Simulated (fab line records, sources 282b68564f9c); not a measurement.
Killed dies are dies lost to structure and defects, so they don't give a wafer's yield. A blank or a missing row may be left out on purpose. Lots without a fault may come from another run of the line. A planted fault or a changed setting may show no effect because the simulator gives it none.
fab line records | flow rit_cmos
record lots=6 wafers=17 last_day=7
route steps=202 shown M1@186
lots that met no fault: from a run of the same line without faults
start_h: hours from the record's first day to the start of the lot's first wafer shown | wait_h: hours since the lot's step before | " the same as in the row above | L1.1+2: a row that stands for several wafers | - no value, or no start given | * or withheld: withheld | < > ~ a bound
route shown NAME@n: a module of which the file shows steps, and the number in the route of the first | usual: mean/standard deviation of fault-free wafers | same: alike in all rows | chamber/n: place in a boat | sites: the reading at each site | _std_site: their standard deviation | _edge_site: outer sites' mean less inner sites' | radius_mm: how far each site lies from the wafer's centre | mask NAME#n: copy n | behind: the tool/chamber that last shaped the wafer | hold: why the lot was held/for how many hours/how that ended | device: the transistor (n, p or np) that didn't switch | end of line: the same wafers' tests at the end of the route | a step without rows: its recipe alone | killed: dies lost to structure and defects at the first sort, not the wafer's yield | map: a wafer's dies, x killed, . not, _ none there
set.NAME: the setting as run; set.NAME@STEP: as run at that earlier step | model.NAME: the simulator's own value behind a step, which no gauge read
lots at some steps of the route; a table a step, a row a wafer
services: from which hour (start_h, from the record's first day; less than 0 if before it) a tool's chamber was out of use, for how many hours, and why
## steps
# step RIT_M1_THK_MEAS_02
# recipe thk_meas_gauge=xrf reads=Al_of_M1_SPUTTER_00
# usual M1_AL_THK=397/4.7
# columns lot.wafer tool chamber start_h wait_h M1_AL_THK[nm]
L961.1 film_metro-03 - 64.47 0.1 403
L961.2 " - " " 399
L961.3 " - " " 402
L962.1 film_metro-04 - 67.85 0.1 400
L962.3 " - " " 392
L962.4 " - " " 397
L974.1 film_metro-03 - 127.22 0.1 401
L974.4 " - " " 398
L974.6 " - " " 400
L975.2 film_metro-04 - 135.14 0.1 401
L975.4 " - " " 399
L979.1 film_metro-02 - 149.13 0.1 389
L979.5 " - " " 389
L979.6 " - " " 397
L983.3 film_metro-04 - 171.63 0.1 394
L983.4 " - " " 394
L983.6 " - " " 395
# step RIT_M1_HMDS_03
# recipe prime_time_s=60 prime_temp_c=140
# step RIT_M1_COAT_04
# recipe resist=NOVOLAK spin_rpm=2000 resist_thk_nm=1300
# step RIT_M1_SOFTBAKE_05
# recipe resist=NOVOLAK temp_c=90 time_s=60
# step RIT_M1_EXPOSE_06
# recipe mask_id=M12 na=0.6 source_shape=conventional sigma_outer=0.5 target_cd_nm=2600 dose_mj=250
# step RIT_M1_PEB_07
# recipe resist=NOVOLAK temp_c=withheld time_s=withheld
# step RIT_M1_DEVELOP_08
# recipe resist=NOVOLAK develop_time_s=68 dev_temp_c=23
# step RIT_M1_CD_MEAS_09
# recipe target_cd_nm=2600
# usual cd_nm=2600.4/2.1
# columns lot.wafer tool chamber start_h wait_h cd_nm
L961.1 cd_sem-02 - 65.66 - 2599.8
L961.2 " - " " 2602.6
L961.3 " - " " 2598.2
L962.1 cd_sem-02 - 69.05 - 2595.6
L962.3 " - " " 2597.6
L962.4 " - " " 2597.2
L974.1 cd_sem-01 - 128.32 - 2601.7
L974.4 " - " " 2603.2
L974.6 " - " " 2602.9
L975.2 cd_sem-02 - 136.09 - 2597.8
L975.4 " - " " 2598.6
L979.1 cd_sem-02 - 150.20 - 2599.4
L979.5 " - " " 2599.4
L979.6 " - " " 2600.1
L983.3 cd_sem-01 - 172.59 - 2600.1
L983.4 " - " " 2598.6
L983.6 " - " " 2599.7
# step RIT_M1_OVL_MEAS_10
# usual M1_OVL=0.9/1.5
# columns lot.wafer tool chamber start_h wait_h M1_OVL[nm]
L961.1 overlay-02 - 65.78 0.1 1.7
L961.2 " - " " 2.4
L961.3 " - " " 1.4
L962.1 overlay-02 - 69.17 0.1 0.6
L962.3 " - " " 0.8
L962.4 " - " " 1.9
L974.1 overlay-02 - 128.44 0.1 1.2
L974.4 " - " " 0.7
L974.6 " - " " 1.2
L975.2 overlay-01 - 136.19 0.1 -2.3
L975.4 " - " " -1.8
L979.1 overlay-02 - 150.32 0.1 -2.1
L979.5 " - " " 1.5
L979.6 " - " " 0.7
L983.3 overlay-02 - 172.68 0.1 -0.6
L983.4 " - " " -0.5
L983.6 " - " " -0.4
# step RIT_M1_HARDBAKE_11
# recipe resist=NOVOLAK temp_c=140 time_s=120
# step RIT_M1_METAL_ETCH_12
# recipe stop_on=SiO2 chemistry=Cl2/BCl3 target=Al time_s=165 over_etch_frac=0.5 pressure_mtorr=100 target_depth_a=6000 rf_w=250 Cl2_flow_sccm=60 bcl3_flow_sccm=50
# usual drypump_motor_current_A=5.8/0.47 oes_product_au=0.781/0.013 throttle_valve_pct=8.27/0.12
# columns lot.wafer tool chamber start_h wait_h drypump_motor_current_A oes_product_au rf_hours_counter_h throttle_valve_pct
L961.1 rie_metal-03 1 66.06 0.2 5.9 0.782 0 8.11
L961.2 " 0 " " 6.5 0.775 0 8.27
L961.3 " 0 " " 6.5 0.782 - 8.27
L962.1 rie_metal-02 1 69.46 0.2 5.8 0.789 4 8.19
L962.3 " 0 " " 5.1 0.769 - 8.28
L962.4 " 1 " " 5.8 0.781 - 8.19
L974.1 rie_metal-02 1 128.74 0.2 5.8 0.785 5 8.18
L974.4 " 1 " " 5.8 0.773 - 8.20
L974.6 " 1 " " 5.7 0.776 - 8.19
L975.2 rie_metal-03 0 136.47 0.2 6.5 0.783 1 8.26
L975.4 " 0 " " 6.5 0.789 - 8.24
L979.1 rie_metal-02 0 150.61 0.2 5.1 0.762 5 8.28
L979.5 " 1 " " 5.8 0.771 - 8.20
L979.6 " 0 " " 5.1 0.772 - 8.29
L983.3 rie_metal-04 0 173.01 0.2 5.3 0.792 - 8.35
L983.4 " 1 " " 6.2 0.770 - 8.51
L983.6 " 1 " " 6.1 0.764 - 8.51
# step RIT_M1_STRIP_13
# recipe chemistry=nmp resist=NOVOLAK temp_c=80 time_s=600 dry=n2_spin
# step RIT_M1_STRIP_14
# recipe chemistry=O2 time_s=180 platen_temp_c=withheld power_w=500 pressure_mtorr=4000 o2_flow_sccm=4000
# usual drypump_motor_current_A=5.9/0.37
# columns lot.wafer tool chamber start_h wait_h drypump_motor_current_A rf_hours_counter_h
L961.1 plasma_asher-02 1 66.47 0.0 5.7 27
L961.2 " 0 " " 6.2 27
L961.3 " 0 " " 6.2 -
L962.1 plasma_asher-01 1 69.80 0.0 6.1 43
L962.3 " 0 " " 5.2 -
L962.4 " 1 " " 6.1 -
L974.1 plasma_asher-02 1 129.14 0.0 5.7 35
L974.4 " 1 " " 5.7 -
L974.6 " 0 " " 6.2 -
L975.2 plasma_asher-02 1 136.87 0.0 5.7 36
L975.4 " 1 " " 5.7 -
L979.1 plasma_asher-01 0 150.94 0.0 5.2 3
L979.5 " 0 " " 5.2 -
L979.6 " 1 " " 6.1 -
L983.3 plasma_asher-01 1 173.53 0.1 6.1 -
L983.4 " 0 " " 5.2 -
L983.6 " 0 " " 5.2 -
# step RIT_M1_CD_MEAS_90
# recipe target_cd_nm=2600
# usual cd_nm=2600.3/2.3
# columns lot.wafer tool chamber start_h wait_h cd_nm
L961.1 cd_sem-01 - 66.65 0.1 2601.5
L961.2 " - " " 2602.8
L961.3 " - " " 2599.5
L962.1 cd_sem-01 - 69.97 0.1 2597.1
L962.3 " - " " 2597.1
L962.4 " - " " 2598.8
L974.1 cd_sem-02 - 129.32 0.1 2601.9
L974.4 " - " " 2603.1
L974.6 " - " " 2603.7
L975.2 cd_sem-01 - 137.06 0.1 2598.3
L975.4 " - " " 2598.1
L979.1 cd_sem-01 - 151.12 0.1 2598.7
L979.5 " - " " 2598.6
L979.6 " - " " 2598.8
L983.3 cd_sem-01 - 173.68 0.1 2599.5
L983.4 " - " " 2596.4
L983.6 " - " " 2598.4
# step RIT_M1_ANNEAL_15
# recipe temp_c=450 time_s=1800 ambient=forming_gas_H2N2
# step RIT_M1_BOW_MEAS_16
# recipe mode=bow
# usual M1_BOW=17/6.8
# columns lot.wafer tool chamber start_h wait_h M1_BOW[um]
L961.1 film_metro-03 - 68.27 0.0 16
L961.2 " - " " 24
L961.3 " - " " 15
L962.1 film_metro-04 - 71.59 0.0 16
L962.3 " - " " 21
L962.4 " - " " 18
L974.1 film_metro-04 - 130.94 0.0 10
L974.4 " - " " 17
L974.6 " - " " 15
L975.2 film_metro-02 - 139.53 0.0 21
L975.4 " - " " 28
L979.1 film_metro-02 - 152.97 0.0 24
L979.5 " - " " 18
L979.6 " - " " 3
L983.3 film_metro-02 - 175.30 0.0 -1
L983.4 " - " " 8
L983.6 " - " " 11
# step RIT_M1_PROBE_99
# usual killed_at_M0_to_M3=0.0/0.12 killed_at_contacts=0.0/0.22 killed_at_front_end=6.5/2.8 killed_dies=6.5/2.8 killed_open=3.2/1.8 killed_short=3.3/2
# same gross_dies=264 killed_at_M4_up=0 killed_at_back_side=0 killed_at_other=0
# columns lot.wafer tool chamber start_h wait_h killed_at_M0_to_M3 killed_at_contacts killed_at_front_end killed_dies killed_open killed_short model.etest.contact_to_gate.bv_right_v model.etest.contact_to_gate.bv_left_v model.etest.tester.sort_n_pass model.etest.tester.sort_yield_pct model.etest.tester.sort_bin_5_pct model.etest.tester.sort_bin_3_pct model.etest.tester.sort_bin_6_pct
L961.1 prober-01 - 68.39 0.1 0 0 10 10 3 5 92.19 87.74 254 96.21 3.03 0.3788 0.3788
L961.2 prober-01 - 68.44 0.1 0 0 5 5 3 2 87.41 90.06 259 98.11 1.136 0 0.7576
L961.3 prober-01 - 68.49 0.2 0 0 4 4 1 2 90.29 90.76 260 98.48 1.136 0.3788 0
L962.1 prober-02 - 71.71 0.1 0 0 3 3 2 1 89.56 90.21 261 98.86 0.3788 0 0.7576
L962.3 prober-02 - 71.81 0.2 0 0 5 5 3 2 92.61 88.06 259 98.11 1.136 0 0.7576
L962.4 prober-02 - 71.86 0.2 0 0 8 8 1 7 92.59 89.08 256 96.97 1.894 0 1.136
L974.1 prober-02 - 131.06 0.1 28 0 6 34 3 3 88.83 88.22 230 87.12 7.576 1.894 3.409
L974.4 prober-02 - 131.21 0.2 25 0 9 34 5 4 91.21 92.45 230 87.12 7.197 1.515 4.167
L974.6 prober-02 - 131.31 0.2 0 0 3 3 1 2 90.8 90.44 261 98.86 0.7576 0 0.3788
L975.2 prober-02 - 139.68 0.1 26 0 3 29 1 2 4.321 175.2 - - - - -
L975.4 prober-02 - 139.78 0.2 27 0 1 28 0 1 4.051 175.6 - - - - -
L979.1 prober-01 - 153.09 0.1 0 0 9 9 6 3 89.24 89.03 255 96.59 1.894 0 1.515
L979.5 prober-01 - 153.29 0.2 0 0 9 9 1 8 89.06 90.12 255 96.59 1.515 0 1.894
L979.6 prober-01 - 153.34 0.2 0 1 6 7 6 1 88.5 89.04 257 97.35 1.894 0 0.7576
L983.3 prober-01 - 175.48 0.2 0 0 9 9 5 4 90.1 88.1 255 96.59 2.273 0 1.136
L983.4 prober-01 - 175.53 0.2 0 0 14 14 8 6 89.88 91.12 250 94.7 2.652 0.3788 2.273
L983.6 prober-01 - 175.63 0.2 0 0 4 4 4 0 89.94 89.34 260 98.48 1.515 0 0
# killed by level:class
L961.1 GATE:geometric_particle:short=3 FOX1:geometric_particle:open=2 SILICIDE:geometric_particle:short=2 PLDD:coat_microbubble_printed=2 SILICIDE:geometric_particle:open=1
L961.2 FOX1:geometric_particle:short=2 FOX1:geometric_particle:open=1 GATE:geometric_particle:open=1 SPACER:geometric_particle:open=1
L961.3 FOX1:geometric_particle:short=1 GATE:geometric_particle:open=1 REOX:geometric_particle:short=1 PLDD:coat_microbubble_printed=1
L962.1 FOX1:geometric_particle:open=1 REOX:geometric_particle:open=1 SILICIDE:geometric_particle:short=1
L962.3 GATE:geometric_particle:open=2 FOX2:geometric_particle:short=1 SILICIDE:geometric_particle:open=1 SILICIDE:geometric_particle:short=1
L962.4 GATE:geometric_particle:short=4 FOX1:geometric_particle:short=2 GATE:geometric_particle:open=1 SILICIDE:geometric_particle:short=1
L974.1 M1:unspecified=28 FOX2:geometric_particle:open=1 GATE:geometric_particle:open=1 GATE:geometric_particle:short=1 SPACER:geometric_particle:short=1 SILICIDE:geometric_particle:short=1 SILICIDE:geometric_particle:open=1
L974.4 M1:unspecified=25 GATE:geometric_particle:open=3 FOX1:geometric_particle:open=2 GATE:geometric_particle:short=2 FOX1:geometric_particle:short=1 SPACER:geometric_particle:short=1
L974.6 GATE:geometric_particle:short=1 GATE:geometric_particle:open=1 SPACER:geometric_particle:short=1
L975.2 M1:unspecified=26 FOX2:geometric_particle:short=1 GATE:geometric_particle:short=1 SPACER:geometric_particle:open=1
L975.4 M1:unspecified=27 SPACER:geometric_particle:short=1
L979.1 FOX1:geometric_particle:open=2 FOX2:geometric_particle:open=2 GATE:geometric_particle:open=1 GATE:geometric_particle:short=1 REOX:geometric_particle:short=1 SPACER:geometric_particle:short=1 SILICIDE:geometric_particle:open=1
L979.5 FOX1:geometric_particle:short=4 GATE:geometric_particle:short=2 FOX2:geometric_particle:short=1 REOX:geometric_particle:open=1 SPACER:geometric_particle:short=1
L979.6 GATE:geometric_particle:open=3 FOX1:geometric_particle:open=1 FOX2:geometric_particle:short=1 REOX:geometric_particle:open=1 CONTACT:geometric_particle:open=1
L983.3 REOX:geometric_particle:short=3 GATE:geometric_particle:open=2 REOX:geometric_particle:open=1 SPACER:geometric_particle:open=1 SILICIDE:geometric_particle:open=1 SILICIDE:geometric_particle:short=1
L983.4 REOX:geometric_particle:open=3 GATE:geometric_particle:short=2 GATE:geometric_particle:open=2 REOX:geometric_particle:short=2 SPACER:geometric_particle:open=2 ACTIVE:geometric_particle:open=1 FOX1:geometric_particle:short=1 SPACER:geometric_particle:short=1
L983.6 FOX1:geometric_particle:open=2 SPACER:geometric_particle:open=1 SILICIDE:geometric_particle:open=1
# map L974.1 (x killed, . not)
________....x.._______
_____.............____
____........x......___
___...............x.__
__..................._
__..................._
_............x..xx....
_............xxxx.....
_.........x.xxxxx.....
_..x........xxxxxx....
__...........xxxx.x.._
__.....x....xxxxx...._
___.................__
____...............___
_____.............____
________......._______
# map L975.2 (x killed, . not)
________......._______
_____...........x.____
____...............___
___.................__
__..................._
__.........x.x......._
_...........xx........
_...........xxxxxx....
_...........xxxxxx....
_............xxxx.....
__...........xxxx...._
__...........x.x....._
___............x....__
____...............___
_____.x...........____
________......._______
## services
# columns tool chamber start_h hours kind
rie_metal-03 - 46.15 15.6 pm
rie_metal-04 - 51.48 0.5 repair
rie_metal-04 - 52.35 0.3 repair
plasma_asher-01 - 75.98 2.8 pm
plasma_asher-01 - 108.75 9.0 pm
plasma_asher-01 0 108.75 9.0 vent_cycle
plasma_asher-01 1 108.75 9.0 vent_cycle
plasma_asher-01 0 117.75 - clean
plasma_asher-01 1 117.75 - clean
plasma_asher-02 - 119.58 1.3 repair
plasma_asher-01 - 123.57 7.8 repair
rie_metal-04 - 136.12 20.0 pm
rie_metal-04 0 136.12 20.0 vent_cycle
rie_metal-04 1 136.12 20.0 vent_cycle
rie_metal-04 0 156.12 - clean
rie_metal-04 1 156.12 - clean
## key
first_sign step=RIT_M1_PROBE_99 reading=killed_at_M0_to_M3 direction=up sigmas=26 usual=0.0 struck=26.5
effect step=RIT_M1_PROBE_99 reading=killed_dies direction=up sigmas=8.9 usual=6.5 struck=31.2
model_effect step=RIT_M1_PROBE_99 value=etest.contact_to_gate.bv_right_v without=89.96 struck=47.1
met_at RIT_M1_STRIP_14
struck_wafers L974.1,L974.4,L975.2,L975.4
tester_left_out L975
onset_between 66.47 129.14
earlier_fault kind=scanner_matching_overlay tool=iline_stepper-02 chamber=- onset_h=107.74 steps=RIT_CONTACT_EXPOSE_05 offset=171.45
fault kind=chamber_particle_source tool=plasma_asher-02 chamber=1 onset_h=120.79 steps=RIT_M1_STRIP_14 rate_per_visit_cm2=0.42537
# tester_left_out: of these lots the tester's yield and bins aren't shown, on N5 and GAA mostly nor the transistor test; their killed dies are dies lost to structure and defects alone, not to doping, threshold or leakage, so they don't give the yield
